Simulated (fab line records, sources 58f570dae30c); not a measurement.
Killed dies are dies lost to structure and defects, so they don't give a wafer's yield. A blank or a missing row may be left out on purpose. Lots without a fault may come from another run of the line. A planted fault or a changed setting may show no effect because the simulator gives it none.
Problem report in the 8D (eight disciplines) form, filled by code | flow berkeley_cmos170 | the parts of the form that need people (team, actions taken, sign-off) are left out

1. THE PROBLEM
cd_nm at UCB170_ACTIVE_CD_MEAS_13 reads a mean of 1144.1 nm on 6 wafers of 2 lots; wafers without a fault read 1199.9 nm with a standard deviation of 1.2. That is -47 standard deviations from the usual mean.
The step: target cd 1200 nm.
First seen on wafer L456.1, day 6 19:31, on cd_sem-01. The record holds 42 wafers of 14 lots with a number at this step. Rule for "out", or "out of limits": more than 4 standard deviations from the usual mean. The other wafers with a number count as sound.

2. WHAT IT IS AND WHAT IT IS NOT
question                    | is                     | is not
which readings at this step | cd_nm                  | -
which lots                  | L456, L459             | L447, L448, L449, L450, L452, L454, L461, L466, L467, L468, L469, L470
which wafers of those lots  | all that have a number | -
read on which gauges        | cd_sem-01, cd_sem-02   | -
when                        | from day 6 19:31       | up to then (18 sound wafers); but 18 sound wafers of L461, L466, L467, L468, L469, L470 came after

3. SUSPECTS, AND WHAT RULES EACH OUT
Counting: a tool at a process step up to the reading stays a suspect if it ran every lot that is out and no sound lot after the first of them.
- the gauge at UCB170_ACTIVE_CD_MEAS_13: ruled out. The wafers that are out were read on 2 gauges (cd_sem-01, cd_sem-02).
- litho_track-01 at UCB170_ACTIVE_PEB_11: ruled out as a lasting fault. Sound lots L470 ran on it after its first lot that is out, L456 (day 6 19:14).
Left after counting: nothing in the record.

4. THE CAUSE (what the simulator had put in)
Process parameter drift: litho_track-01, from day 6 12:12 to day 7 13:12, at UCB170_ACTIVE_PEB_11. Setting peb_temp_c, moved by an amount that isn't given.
Counting ruled it out, wrongly: the rule takes a fault to strike every lot that its tool runs from its start on, and this one did not.

5. THE CHAIN OF EFFECTS, in route order
Each row: a reading whose mean over the struck wafers that have a number lies more than 3 standard deviations from the usual. Only readings for which the record gives a usual standard deviation are gone through. hours: the time from each lot's start at the first step in this table that gives one to its start at this step, as a median over the lots. sigmas: the change in usual standard deviations.
hours | step                     | reading              | usual     | on struck wafers | change | sigmas
0     | UCB170_ACTIVE_PEB_11     | heater_power_total_W | 56.80 W   | 65.36            | +8.56  | +99 or more
0     | UCB170_ACTIVE_PEB_11     | plate_temp_C         | 129.99 C  | 144.78           | +14.79 | +99 or more
0     | UCB170_ACTIVE_CD_MEAS_13 | cd_nm                | 1199.9 nm | 1144.1           | -55.8  | -47
The process steps in it:
- UCB170_ACTIVE_PEB_11
Later measuring or inspecting steps at which every struck wafer that the step has a row for has a number for every such reading, and none has moved that far: UCB170_ACTIVE_OVL_MEAS_14.

6. WHAT WOULD HAVE CAUGHT IT SOONER
In this record the first reading out of limits at a measuring or inspecting step was taken at day 6 19:31, 7 hours after the fault began at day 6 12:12.
The tool's own readings at UCB170_ACTIVE_PEB_11 were out on every struck wafer that the step has a row for (heater_power_total_W, plate_temp_C): an alarm limit on them would have fired on the first of those.
